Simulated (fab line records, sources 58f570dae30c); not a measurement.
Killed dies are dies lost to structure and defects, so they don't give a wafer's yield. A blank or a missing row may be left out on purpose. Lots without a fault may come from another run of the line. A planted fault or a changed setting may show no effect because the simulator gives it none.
One fault seen from 2 desks | flow berkeley_cmos170 | each desk has only its own numbers; what lay behind them comes last

THE METROLOGY DESK
What the gauges read, lot by lot, whatever tool the lot ran on: means of the sampled wafers that have a number. A lot is out of limits, marked OUT, if its mean lies more than 4 standard deviations from the usual mean; the brackets give that distance.
Columns: A = cd_nm at UCB170_CONTACT_CD_MEAS_90, usual 699.8 nm
lot  | first seen here | A
L961 | day 7 19:55     | 701.6
L963 | day 8 08:59     | 699.1
L962 | day 8 09:07     | 698.7
L965 | day 9 01:52     | 701.4
L964 | day 9 02:10     | 699.0
L969 | day 10 01:24    | 701.0
L970 | day 10 03:29    | 702.0
L972 | day 10 04:04    | 704.5
L975 | day 11 07:25    | 705.2
L978 | day 11 18:32    | 699.6
L977 | day 11 19:53    | 707.7 (+4.9) OUT
L980 | day 12 04:04    | 701.6
L984 | day 12 18:50    | 700.8
L982 | day 12 20:35    | 699.2
L981 | day 12 20:37    | 701.0
This desk's finding: out of limits on L977; first on L977, day 11 19:53 (cd_nm at UCB170_CONTACT_CD_MEAS_90). In limits: L961, L963, L962, L965, L964, L969, L970, L972, L975, L978, L980, L984, L982, L981.

THE TOOL OWNER'S DESK: rie_diel-04
The tool's own readings at UCB170_CONTACT_ETCH_17 (etches BARC in N2/H2): means of the sampled wafers that have a number, for each lot that ran on this tool. A lot is out of limits, marked OUT, if its mean lies more than 4 standard deviations from the usual mean; the brackets give that distance.
Columns: A = drypump_motor_current_A at UCB170_CONTACT_ETCH_17, usual 5.8 A; B = oes_product_au at UCB170_CONTACT_ETCH_17, usual 1.008 a.u.; C = throttle_valve_pct at UCB170_CONTACT_ETCH_17, usual 13.35 %
lot  | first seen here | A   | B               | C
L963 | day 8 08:43     | 5.8 | 1.017           | 13.56
L965 | day 9 01:35     | 6.0 | 1.010           | 13.45
L969 | day 10 01:08    | 6.0 | 1.024           | 13.23
L972 | day 10 03:46    | 5.9 | 1.372 (+14) OUT | 13.54
L975 | day 11 07:07    | 5.8 | 1.388 (+15) OUT | 13.30
L977 | day 11 19:38    | 5.8 | 1.372 (+14) OUT | 13.42
This desk's finding: out of limits on L972, L975, L977; first on L972, day 10 03:46 (oes_product_au at UCB170_CONTACT_ETCH_17). In limits: L963, L965, L969.

PUT TOGETHER
The tool owner's desk could have raised an alarm at day 10 03:46, on L972, L975, L977.
The metrology desk could have raised an alarm at day 11 19:53, on L977.
The metrology desk has L972, L975 on record, within its limits.
Of the lots named, all ran UCB170_CONTACT_ETCH_17 on rie_diel-04.

WHAT THE SIMULATOR HAD PUT IN
Process parameter drift: rie_diel-04, from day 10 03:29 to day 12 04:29, at UCB170_CONTACT_ETCH_17. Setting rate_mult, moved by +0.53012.
Lots struck among those shown: L972, L975, L977.
Hours from the fault's start to each desk's first reading out of limits: the tool owner's desk, 0; the metrology desk, 40.
